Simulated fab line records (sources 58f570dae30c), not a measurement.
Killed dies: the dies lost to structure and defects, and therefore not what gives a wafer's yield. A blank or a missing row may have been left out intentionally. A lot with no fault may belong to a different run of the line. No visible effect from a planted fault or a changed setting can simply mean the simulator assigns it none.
Chamber matching :: flow berkeley_cmos170 :: UCB170_NWELL_ETCH_13 on rie_diel-01 has 4 sister chambers
The step etches Si3N4 in CH3F/Ar/O2, stops on SiO2, target depth 246.4 nm, time 154 s. 14 wafers are shown with their chamber, then 7 later ones without.

## EACH WAFER AND ITS CHAMBER
wafer: L267.1
chamber: 1
drypump_motor_current_A (A): 5.9
throttle_valve_pct (%): 7.83
oes_product_au (a.u.): 0.955

wafer: L267.3
chamber: 2
drypump_motor_current_A (A): 5.9
throttle_valve_pct (%): 8.07
oes_product_au (a.u.): 0.954

wafer: L267.5
chamber: 3
drypump_motor_current_A (A): 5.5
throttle_valve_pct (%): 7.93
oes_product_au (a.u.): 0.935

wafer: L271.1
chamber: 1
drypump_motor_current_A (A): 6.0
throttle_valve_pct (%): 7.82
oes_product_au (a.u.): 0.950

wafer: L271.2
chamber: 0
drypump_motor_current_A (A): 5.6
throttle_valve_pct (%): 7.95
oes_product_au (a.u.): 0.912

wafer: L271.6
chamber: 1
drypump_motor_current_A (A): 6.0
throttle_valve_pct (%): 7.84
oes_product_au (a.u.): 0.950

wafer: L275.1
chamber: 2
drypump_motor_current_A (A): 5.9
throttle_valve_pct (%): 8.08
oes_product_au (a.u.): 0.962

wafer: L275.5
chamber: 0
drypump_motor_current_A (A): 5.6
throttle_valve_pct (%): 7.96
oes_product_au (a.u.): 0.909

wafer: L275.6
chamber: 3
drypump_motor_current_A (A): 5.5
throttle_valve_pct (%): 7.93
oes_product_au (a.u.): 0.932

wafer: L280.1
chamber: 2
drypump_motor_current_A (A): 5.9
throttle_valve_pct (%): 8.06
oes_product_au (a.u.): 0.946

wafer: L280.5
chamber: 0
drypump_motor_current_A (A): 5.6
throttle_valve_pct (%): 7.96
oes_product_au (a.u.): 0.910

wafer: L280.6
chamber: 1
drypump_motor_current_A (A): 6.0
throttle_valve_pct (%): 7.84
oes_product_au (a.u.): 0.946

wafer: L282.2
chamber: 1
drypump_motor_current_A (A): 6.0
throttle_valve_pct (%): 7.81
oes_product_au (a.u.): 0.956

wafer: L282.4
chamber: 0
drypump_motor_current_A (A): 5.6
throttle_valve_pct (%): 7.96
oes_product_au (a.u.): 0.926

SIGNATURES (means of the wafers above)
reading: drypump_motor_current_A
chamber 0: 5.600
chamber 1: 5.980
chamber 2: 5.900
chamber 3: 5.500
scatter within a chamber: 0.0283

reading: throttle_valve_pct
chamber 0: 7.9575
chamber 1: 7.8280
chamber 2: 8.0700
chamber 3: 7.9300
scatter within a chamber: 0.00977

reading: oes_product_au
chamber 0: 0.91425
chamber 1: 0.95140
chamber 2: 0.95400
chamber 3: 0.93350
scatter within a chamber: 0.00623
Rule: a wafer lies at a distance from a chamber equal to the root of the sum of squares, over the readings, of (its reading less the chamber's mean, divided by the reading's scatter). The wafer belongs to the nearest chamber; if the next one is less than 2 further off, it can't be placed. How the scatter is found: for the shown wafers, subtract from each reading the mean of its chamber, square and add these, divide the total by (wafers less chambers), then take the root.

## WAFERS WITHOUT THEIR CHAMBER
wafer: L282.5
drypump_motor_current_A (A): 5.9
throttle_valve_pct (%): 7.83
oes_product_au (a.u.): 0.947

wafer: L283.1
drypump_motor_current_A (A): 6.0
throttle_valve_pct (%): 7.82
oes_product_au (a.u.): 0.940

wafer: L283.2
drypump_motor_current_A (A): 5.6
throttle_valve_pct (%): 7.97
oes_product_au (a.u.): 0.916

wafer: L283.3
drypump_motor_current_A (A): 5.5
throttle_valve_pct (%): 7.92
oes_product_au (a.u.): 0.934

wafer: L284.1
drypump_motor_current_A (A): 6.0
throttle_valve_pct (%): 7.82
oes_product_au (a.u.): 0.937

wafer: L284.2
drypump_motor_current_A (A): 5.9
throttle_valve_pct (%): 8.07
oes_product_au (a.u.): 0.953

wafer: L284.4
drypump_motor_current_A (A): 5.7
throttle_valve_pct (%): 7.96
oes_product_au (a.u.): 0.918

## EACH ONE'S CHAMBER
wafer: L282.5
from the rows above: 1
in truth: 1

wafer: L283.1
from the rows above: 1
in truth: 1

wafer: L283.2
from the rows above: 0
in truth: 0

wafer: L283.3
from the rows above: 3
in truth: 3

wafer: L284.1
from the rows above: 1
in truth: 1

wafer: L284.2
from the rows above: 2
in truth: 2

wafer: L284.4
from the rows above: 0
in truth: 0
7 of 7 placed correctly. Not placeable from these rows: 0. Wrongly placed: 0.
